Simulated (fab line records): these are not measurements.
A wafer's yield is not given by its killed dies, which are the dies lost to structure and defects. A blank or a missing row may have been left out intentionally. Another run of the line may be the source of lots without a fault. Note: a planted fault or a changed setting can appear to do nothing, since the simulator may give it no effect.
Comparing a struck lot with a sound one	flow rit cmos	17 steps out of a route of 202
Sound: these wafers, L854.3, L854.5, L854.6. Wafers L861.2, L861.5, L861.6 were the ones struck. At the end, the cause is stated.
For every step that has rows: the tool of each side, followed by ch and its chambers, followed by its first start. Under that, the readings that differ: sound wafers	struck wafers	difference of the means	sigmas: that difference in standard deviations of wafers without a fault.
alike: words and numbers the same on both sides, and readings whose means are apart by under 2 such deviations; not compared: readings that were withheld, readings missing a value for some wafer, numbers with overlapping values and no deviation given by the record, and bounds like >300 which may hide the same value.
Wherever a step has rows on one side only, a row that says differs or no value, or a row with sigmas, the two part there. Non-overlapping numbers with no deviation appear without sigmas and do not part them. A reading missing from all wafers of one side parts the sides only when that side holds two or more wafers.

first, 4 steps without rows for these wafers: RIT_NWELL_SOFTBAKE_02 (time 60 s); RIT_NWELL_EXPOSE_03 (exposes mask M2, target cd 43900 nm); RIT_NWELL_PEB_04; RIT_NWELL_DEVELOP_05 (develop time 68 s).
RIT_NWELL_OVL_MEAS_06:
  sound: overlay-02 at day 2 09:07; struck: overlay-01 at day 3 20:07
  alike: NWELL_OVL
then, 2 steps without rows for these wafers: RIT_NWELL_HARDBAKE_07 (time 120 s); RIT_NWELL_IMPLANT_08.
RIT_NWELL_STRIP_09: strips in O2, time 180 s.
  sound on plasma asher-04 ch 0,1, day 2 09:37; struck on plasma asher-04 ch 0,1, day 3 20:32
  alike: drypump motor current A
  not compared: rf hours counter h
RIT_NWELL_TW_MEAS_10:
  sound: film metro-03 at day 2 09:44; struck: film metro-04 at day 3 20:43
reading	sound	struck	difference	sigmas
NWELL_TW	2180 2185 2172	2115 2106 2112	-68	-2
then, 3 steps without rows for these wafers: RIT_PWELL_HMDS_00 (prime time 60 s); RIT_PWELL_COAT_01 (resist thk 1300 nm); RIT_PWELL_SOFTBAKE_02 (time 60 s).
RIT_PWELL_EXPOSE_03: exposes mask M3, target cd 43700 nm.
  sound on iline stepper-02 ch 0, day 2 10:24; struck on iline stepper-01 ch 0, day 3 21:14
reading	sound	struck	difference	sigmas
model.PWELL.overlay x nm (nm)	1.69 1.69 1.69	240.7 240.7 240.7	+239.0	
  alike: mask, exposure dose mJ cm2
then, 2 steps without rows for these wafers: RIT_PWELL_PEB_04; RIT_PWELL_DEVELOP_05 (develop time 68 s).
RIT_PWELL_OVL_MEAS_06:
  sound: overlay-01 at day 2 10:48; struck: overlay-01 at day 3 21:52
reading	sound	struck	difference	sigmas
PWELL_OVL (nm)	1.1 0.7 1.3	241.4 241.8 240.2	+240.1	+99 or more
  not compared: hold
RIT_M1_PROBE_99:
  rows exist in the record for the sound wafers here (prober-01, day 3 22:37), none for the struck ones

== WHERE THEY PART ==
Last at RIT_M1_PROBE_99 as far as this record goes, first at RIT_NWELL_TW_MEAS_10.

WHY: what the simulator had put in
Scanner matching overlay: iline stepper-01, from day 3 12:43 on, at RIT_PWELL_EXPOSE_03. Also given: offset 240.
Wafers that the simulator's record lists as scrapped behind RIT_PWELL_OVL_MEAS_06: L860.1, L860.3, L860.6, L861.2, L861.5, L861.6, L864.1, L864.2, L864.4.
